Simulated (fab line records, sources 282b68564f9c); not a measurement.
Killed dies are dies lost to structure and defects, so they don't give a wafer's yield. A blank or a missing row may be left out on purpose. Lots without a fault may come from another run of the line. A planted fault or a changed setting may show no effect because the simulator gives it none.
fab line records | flow rit_cmos
record lots=14 wafers=42 last_day=7
route steps=202 shown ACTIVE@3 PWELL@47 NRETRO@59 GATE@83 M1@202
lots that met no fault: from a run of the same line without faults
start_h: hours from the record's first day to the start of the lot's first wafer shown | wait_h: hours since the lot's step before | " the same as in the row above | L1.1+2: a row that stands for several wafers | - no value, or no start given | * or withheld: withheld | < > ~ a bound
route shown NAME@n: a module of which the file shows steps, and the number in the route of the first | usual: mean/standard deviation of fault-free wafers | same: alike in all rows | chamber/n: place in a boat | sites: the reading at each site | _std_site: their standard deviation | _edge_site: outer sites' mean less inner sites' | radius_mm: how far each site lies from the wafer's centre | mask NAME#n: copy n | behind: the tool/chamber that last shaped the wafer | hold: why the lot was held/for how many hours/how that ended | device: the transistor (n, p or np) that didn't switch | end of line: the same wafers' tests at the end of the route | a step without rows: its recipe alone | killed: dies lost to structure and defects at the first sort, not the wafer's yield | map: a wafer's dies, x killed, . not, _ none there
set.NAME: the setting as run; set.NAME@STEP: as run at that earlier step | model.NAME: the simulator's own value behind a step, which no gauge read
steps of the route over a sample of lots; a table a step, a row a wafer
services: from which hour (start_h, from the record's first day; less than 0 if before it) a tool's chamber was out of use, for how many hours, and why
## steps
# step RIT_ACTIVE_THK_MEAS_02
# recipe reads=SiO2_of_ACTIVE_OXIDATION_01
# usual ACTIVE_OXIDE_THK=46.6/0.81
# columns lot.wafer tool chamber start_h wait_h ACTIVE_OXIDE_THK[nm]
L229.2 film_metro-04 - 22.06 0.0 46.3
L229.3 " - " " 47.7
L229.5 " - " " 46.9
L230.2 film_metro-02 - 27.06 0.0 47.0
L230.3 " - " " 47.0
L230.5 " - " " 46.1
L231.1 film_metro-03 - 32.44 0.0 46.8
L231.2 " - " " 46.5
L231.5 " - " " 46.4
L232.1 film_metro-04 - 37.05 0.0 46.0
L232.5 " - " " 46.1
L232.6 " - " " 46.8
L233.2 film_metro-04 - 42.06 0.0 46.0
L233.5 " - " " 46.5
L233.6 " - " " 46.9
L235.2 film_metro-04 - 52.06 0.0 45.4
L235.5 " - " " 45.5
L235.6 " - " " 46.3
L236.1 film_metro-02 - 57.05 0.0 45.9
L236.2 " - " " 46.4
L236.4 " - " " 46.7
L238.1 film_metro-02 - 67.05 0.0 49.1
L238.2 " - " " 48.4
L238.6 " - " " 48.1
L239.1 film_metro-03 - 72.05 0.0 46.8
L239.2 " - " " 47.2
L239.5 " - " " 46.7
L241.1 film_metro-03 - 82.05 0.0 47.7
L241.5 " - " " 47.7
L241.6 " - " " 47.4
L244.1 film_metro-03 - 97.05 0.0 44.4
L244.2 " - " " 45.7
L244.4 " - " " 45.2
L246.1 film_metro-04 - 107.05 0.0 46.4
L246.3 " - " " 46.5
L246.5 " - " " 45.8
L249.1 film_metro-02 - 122.05 0.0 47.0
L249.3 " - " " 47.5
L249.6 " - " " 47.2
L250.1 film_metro-03 - 127.05 0.0 46.7
L250.3 " - " " 47.0
L250.5 " - " " 45.6
# step RIT_PWELL_IMPLANT_08
# recipe species=B energy_kev=170 dose_cm2=7e+13 tilt_deg=7
# usual dose_ions_cm2=7.001e+13/7.7e+10 faraday_current_uA=222/4.5
# columns lot.wafer tool chamber start_h wait_h dose_ions_cm2 faraday_current_uA
L229.2 implanter-04 0 33.27 0.2 7.001e+13 226
L229.3 " 0 " " 7.011e+13 217
L229.5 " 0 " " 7.01e+13 211
L230.2 implanter-03 0 38.58 0.2 7.007e+13 224
L230.3 " 0 " " 7.009e+13 224
L230.5 " 0 " " 7.01e+13 235
L231.1 implanter-01 0 43.66 0.2 7.003e+13 213
L231.2 " 0 " " 7.001e+13 224
L231.5 " 0 " " 7.011e+13 223
L232.1 implanter-04 0 47.97 0.2 7.014e+13 228
L232.5 " 0 " " 7.002e+13 227
L232.6 " 0 " " 6.998e+13 220
L233.2 implanter-04 0 52.42 0.2 7.002e+13 220
L233.5 " 0 " " 6.995e+13 219
L233.6 " 0 " " 7.003e+13 220
L235.2 implanter-04 0 62.36 0.2 6.986e+13 219
L235.5 " 0 " " 6.999e+13 220
L235.6 " 0 " " 7.014e+13 216
L236.1 implanter-04 0 68.44 0.2 7.006e+13 216
L236.2 " 0 " " 7.008e+13 225
L236.4 " 0 " " 7.002e+13 222
L238.1 implanter-04 0 77.58 0.2 6.997e+13 223
L238.2 " 0 " " 7.001e+13 225
L238.6 " 0 " " 7.006e+13 212
L239.1 implanter-03 0 82.41 0.2 6.993e+13 219
L239.2 " 0 " " 6.989e+13 224
L239.5 " 0 " " 6.999e+13 222
L241.1 implanter-03 0 93.79 0.2 7.005e+13 231
L241.5 " 0 " " 7.008e+13 219
L241.6 " 0 " " 7.002e+13 224
L244.1 implanter-04 0 107.71 0.2 6.077e+13 191
L244.2 " 0 " " 6.077e+13 181
L244.4 " 0 " " 6.082e+13 197
L246.1 implanter-04 0 117.80 0.2 6.093e+13 192
L246.3 " 0 " " 6.082e+13 188
L246.5 " 0 " " 6.09e+13 196
L249.1 implanter-01 0 132.86 0.2 6.994e+13 224
L249.3 " 0 " " 7e+13 225
L249.6 " 0 " " 7.004e+13 222
L250.1 implanter-01 0 137.38 0.2 6.989e+13 220
L250.3 " 0 " " 7.007e+13 222
L250.5 " 0 " " 6.999e+13 215
# step RIT_PWELL_TW_MEAS_10
# usual PWELL_TW=949/6
# columns lot.wafer tool chamber start_h wait_h PWELL_TW
L229.2 film_metro-01 - 33.58 0.1 943
L229.3 " - " " 944
L229.5 " - " " 943
L230.2 film_metro-01 - 38.89 0.1 941
L230.3 " - " " 955
L230.5 " - " " 945
L231.1 film_metro-01 - 43.99 0.1 951
L231.2 " - " " 947
L231.5 " - " " 942
L232.1 film_metro-01 - 48.30 0.1 943
L232.5 " - " " 940
L232.6 " - " " 942
L233.2 film_metro-03 - 52.73 0.1 963
L233.5 " - " " 951
L233.6 " - " " 958
L235.2 film_metro-01 - 62.67 0.1 950
L235.5 " - " " 947
L235.6 " - " " 942
L236.1 film_metro-01 - 68.76 0.1 945
L236.2 " - " " 941
L236.4 " - " " 934
L238.1 film_metro-04 - 77.91 0.1 947
L238.2 " - " " 945
L238.6 " - " " 948
L239.1 film_metro-03 - 82.73 0.1 949
L239.2 " - " " 949
L239.5 " - " " 950
L241.1 film_metro-03 - 94.12 0.1 954
L241.5 " - " " 953
L241.6 " - " " 953
L244.1 film_metro-04 - 108.03 0.1 910
L244.2 " - " " 907
L244.4 " - " " 914
L246.1 film_metro-01 - 118.12 0.1 908
L246.3 " - " " 911
L246.5 " - " " 906
L249.1 film_metro-01 - 133.18 0.1 946
L249.3 " - " " 945
L249.6 " - " " 947
L250.1 film_metro-04 - 137.70 0.1 957
L250.3 " - " " 959
L250.5 " - " " 956
# step RIT_WELLDRIVE_RS_MEAS_02
# recipe thk_meas_gauge=four-point-probe
# usual PWELL_RS=429.5/1.7
# columns lot.wafer tool chamber start_h wait_h PWELL_RS[ohm/sq]
L229.2 film_metro-04 - 38.85 0.1 430.7
L229.3 " - " " 433.1
L229.5 " - " " 431.1
L230.2 film_metro-03 - 44.27 0.1 429.7
L230.3 " - " " 429.8
L230.5 " - " " 430.9
L231.1 film_metro-03 - 49.25 0.1 430.2
L231.2 " - " " 431.8
L231.5 " - " " 431.1
L232.1 film_metro-04 - 53.76 0.1 432.2
L232.5 " - " " 431.8
L232.6 " - " " 432.0
L233.2 film_metro-01 - 58.00 0.1 425.6
L233.5 " - " " 425.8
L233.6 " - " " 426.1
L235.2 film_metro-04 - 67.94 0.1 429.1
L235.5 " - " " 430.8
L235.6 " - " " 430.1
L236.1 film_metro-03 - 74.02 0.1 428.9
L236.2 " - " " 428.8
L236.4 " - " " 430.1
L238.1 film_metro-01 - 83.17 0.1 431.0
L238.2 " - " " 429.6
L238.6 " - " " 430.2
L239.1 film_metro-03 - 88.00 0.1 429.3
L239.2 " - " " 429.8
L239.5 " - " " 428.5
L241.1 film_metro-04 - 99.38 0.1 430.8
L241.5 " - " " 431.0
L241.6 " - " " 429.8
L244.1 film_metro-01 - 113.29 0.1 467.2
L244.2 " - " " 470.2
L244.4 " - " " 468.9
L246.1 film_metro-01 - 123.40 0.1 466.1
L246.3 " - " " 467.0
L246.5 " - " " 468.1
L249.1 film_metro-01 - 138.65 0.1 427.7
L249.3 " - " " 428.0
L249.6 " - " " 428.4
L250.1 film_metro-03 - 143.73 0.1 427.0
L250.3 " - " " 426.5
L250.5 " - " " 426.9
# step RIT_NRETRO_OVL_MEAS_06
# usual NRETRO_OVL=0.1/1.4
# columns lot.wafer tool chamber start_h wait_h NRETRO_OVL[nm]
L229.2 overlay-01 - 39.84 - -0.7
L229.3 " - " " -1.7
L229.5 " - " " -1.2
L230.2 overlay-02 - 45.38 - 0.3
L230.3 " - " " -0.7
L230.5 " - " " -1.1
L231.1 overlay-02 - 50.37 - 0.2
L231.2 " - " " 2.3
L231.5 " - " " -0.7
L232.1 overlay-01 - 54.76 - 0.0
L232.5 " - " " -0.2
L232.6 " - " " -0.6
L233.2 overlay-01 - 58.99 - 0.5
L233.5 " - " " 1.6
L233.6 " - " " 0.2
L235.2 overlay-02 - 69.05 - -2.3
L235.5 " - " " -0.9
L235.6 " - " " -0.6
L236.1 overlay-02 - 75.02 - -0.1
L236.2 " - " " 1.3
L236.4 " - " " -0.4
L238.1 overlay-01 - 84.30 - 2.5
L238.2 " - " " 1.7
L238.6 " - " " 2.3
L239.1 overlay-01 - 89.00 - 1.4
L239.2 " - " " 1.8
L239.5 " - " " 0.2
L241.1 overlay-02 - 100.38 - 1.0
L241.5 " - " " 2.3
L241.6 " - " " 3.1
L244.1 overlay-01 - 114.29 - 1.1
L244.2 " - " " -0.5
L244.4 " - " " 2.4
L246.1 overlay-02 - 124.44 - 2.5
L246.3 " - " " 0.3
L246.5 " - " " 0.5
L249.1 overlay-01 - 139.77 - 1.5
L249.3 " - " " 2.8
L249.6 " - " " 0.9
L250.1 overlay-01 - 144.73 - -0.5
L250.3 " - " " 0.2
L250.5 " - " " -0.3
# step RIT_GATE_THK_MEAS_07
# recipe reads=SiO2_of_GATE_OXIDATION_05
# usual GATE_OXIDE_THK=3.00/0.069
# columns lot.wafer tool chamber start_h wait_h GATE_OXIDE_THK[nm]
L229.2 film_metro-02 - 45.15 0.0 3.03
L229.3 " - " " 3.05
L229.5 " - " " 2.97
L230.2 film_metro-02 - 49.53 0.0 3.05
L230.3 " - " " 3.08
L230.5 " - " " 3.09
L231.1 film_metro-01 - 54.96 0.0 2.96
L231.2 " - " " 2.99
L231.5 " - " " 2.91
L232.1 film_metro-02 - 59.19 0.0 2.94
L232.5 " - " " 2.96
L232.6 " - " " 3.05
L233.2 film_metro-02 - 63.90 0.0 2.89
L233.5 " - " " 2.90
L233.6 " - " " 2.93
L235.2 film_metro-02 - 74.16 0.0 3.12
L235.5 " - " " 2.97
L235.6 " - " " 3.00
L236.1 film_metro-01 - 79.90 0.0 3.01
L236.2 " - " " 3.03
L236.4 " - " " 3.00
L238.1 film_metro-02 - 90.12 0.0 2.93
L238.2 " - " " 2.97
L238.6 " - " " 2.90
L239.1 film_metro-03 - 93.27 0.0 2.94
L239.2 " - " " 2.96
L239.5 " - " " 2.93
L241.1 film_metro-02 - 104.54 0.0 3.00
L241.5 " - " " 2.96
L241.6 " - " " 2.95
L244.1 film_metro-01 - 118.70 0.0 3.03
L244.2 " - " " 2.97
L244.4 " - " " 3.06
L246.1 film_metro-03 - 128.46 0.0 2.96
L246.3 " - " " 3.11
L246.5 " - " " 2.96
L249.1 film_metro-01 - 143.88 0.0 3.12
L249.3 " - " " 3.07
L249.6 " - " " 3.06
L250.1 film_metro-03 - 150.13 0.0 2.96
L250.3 " - " " 3.00
L250.5 " - " " 2.91
# step RIT_M1_PROBE_99
# usual killed_at_contacts=0.1/0.23 killed_at_front_end=7/3.1 killed_dies=7/3.1 killed_open=3.4/2.1 killed_short=3.5/2
# same gross_dies=264 killed_at_M0_to_M3=0 killed_at_M4_up=0 killed_at_back_side=0 killed_at_other=0
# columns lot.wafer tool chamber start_h wait_h killed_at_contacts killed_at_front_end killed_dies killed_open killed_short
L239.1 prober-02 - 116.26 0.1 0 6 6 4 2
L239.2 prober-02 - 116.31 0.1 0 4 4 1 3
L239.5 prober-02 - 116.46 0.2 0 5 5 4 1
L241.1 prober-01 - 127.00 0.1 0 7 7 2 5
L241.5 prober-01 - 127.20 0.2 0 5 5 4 1
L241.6 prober-01 - 127.25 0.2 0 9 9 7 2
L244.1 prober-02 - 142.31 0.1 0 6 6 2 4
L244.2 prober-02 - 142.36 0.1 0 8 8 6 2
L244.4 prober-02 - 142.46 0.2 0 9 9 5 4
L246.1 prober-02 - 151.41 0.1 0 9 9 3 6
L246.3 prober-02 - 151.51 0.2 0 5 5 2 3
L246.5 prober-02 - 151.61 0.2 0 6 6 2 4
L250.1 prober-02 - 174.34 0.1 0 10 10 5 5
L250.3 prober-02 - 174.44 0.2 0 5 5 0 5
L250.5 prober-02 - 174.54 0.2 0 5 5 5 0
# killed by level:class
L239.1 GATE:geometric_particle:open=3 FOX1:geometric_particle:short=1 FOX2:geometric_particle:open=1 GATE:geometric_particle:short=1
L239.2 FOX1:geometric_particle:short=2 GATE:geometric_particle:short=1 SPACER:geometric_particle:open=1
L239.5 SPACER:geometric_particle:open=2 FOX1:geometric_particle:open=1 GATE:geometric_particle:open=1 REOX:geometric_particle:short=1
L241.1 GATE:geometric_particle:short=4 FOX1:geometric_particle:short=1 GATE:geometric_particle:open=1 SILICIDE:geometric_particle:open=1
L241.5 GATE:geometric_particle:open=3 SPACER:geometric_particle:open=1 SPACER:geometric_particle:short=1
L241.6 GATE:geometric_particle:open=4 FOX1:geometric_particle:open=3 FOX2:geometric_particle:short=1 GATE:geometric_particle:short=1
L244.1 REOX:geometric_particle:short=2 FOX1:geometric_particle:open=1 FOX2:geometric_particle:short=1 GATE:geometric_particle:short=1 REOX:geometric_particle:open=1
L244.2 GATE:geometric_particle:open=4 SPACER:geometric_particle:open=2 FOX2:geometric_particle:short=1 GATE:geometric_particle:short=1
L244.4 SILICIDE:geometric_particle:open=3 GATE:geometric_particle:open=2 GATE:geometric_particle:short=2 FOX2:geometric_particle:short=1 SILICIDE:geometric_particle:short=1
L246.1 FOX2:geometric_particle:open=2 SILICIDE:geometric_particle:short=2 FOX1:geometric_particle:short=1 FOX2:geometric_particle:short=1 GATE:geometric_particle:short=1 REOX:geometric_particle:short=1 SPACER:geometric_particle:open=1
L246.3 FOX1:geometric_particle:open=1 FOX2:geometric_particle:open=1 GATE:geometric_particle:short=1 SPACER:geometric_particle:short=1 SILICIDE:geometric_particle:short=1
L246.5 FOX1:geometric_particle:open=1 FOX2:geometric_particle:short=1 FOX2:geometric_particle:open=1 GATE:geometric_particle:short=1 REOX:geometric_particle:short=1 SPACER:geometric_particle:short=1
L250.1 SILICIDE:geometric_particle:open=3 FOX1:geometric_particle:short=2 FOX1:geometric_particle:open=2 SILICIDE:geometric_particle:short=2 GATE:geometric_particle:short=1
L250.3 GATE:geometric_particle:short=3 SILICIDE:geometric_particle:short=2
L250.5 FOX1:geometric_particle:open=2 SILICIDE:geometric_particle:open=2 SPACER:geometric_particle:open=1
## services
# columns tool chamber start_h hours kind
implanter-01 - 10.75 3.8 repair
implanter-03 - 44.16 9.5 repair
implanter-04 - 65.94 1.4 repair
implanter-01 - 77.38 49.9 pm
implanter-04 - 86.29 2.8 repair
implanter-03 - 126.30 4.0 pm
## key
first_sign step=RIT_PWELL_IMPLANT_08 reading=dose_ions_cm2 direction=down sigmas=99+ usual=7.001e+13 struck=6.083e+13
effect step=RIT_PWELL_IMPLANT_08 reading=faraday_current_uA direction=down sigmas=6.9 usual=222 struck=191
effect step=RIT_PWELL_TW_MEAS_10 reading=PWELL_TW direction=down sigmas=6.6 usual=949 struck=910
effect step=RIT_WELLDRIVE_RS_MEAS_02 reading=PWELL_RS direction=up sigmas=22 usual=429.5 struck=467.9
met_at RIT_PWELL_IMPLANT_08
struck_lots L244,L246
tester_left_out L244,L246
not_acting_at RIT_ACTIVE_THK_MEAS_02,RIT_NRETRO_OVL_MEAS_06,RIT_GATE_THK_MEAS_07
onset_between 77.58 107.71
fault kind=process_parameter_drift tool=implanter-04 chamber=- onset_h=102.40 steps=RIT_PWELL_IMPLANT_08 channel=dose_cm2 offset=-9.1257e+12 shape=step end_h=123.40 acts_in=these_recipes_only stated=7e+13
# tester_left_out: of these lots the tester's yield and bins aren't shown, on N5 and GAA mostly nor the transistor test; their killed dies are dies lost to structure and defects alone, not to doping, threshold or leakage, so they don't give the yield
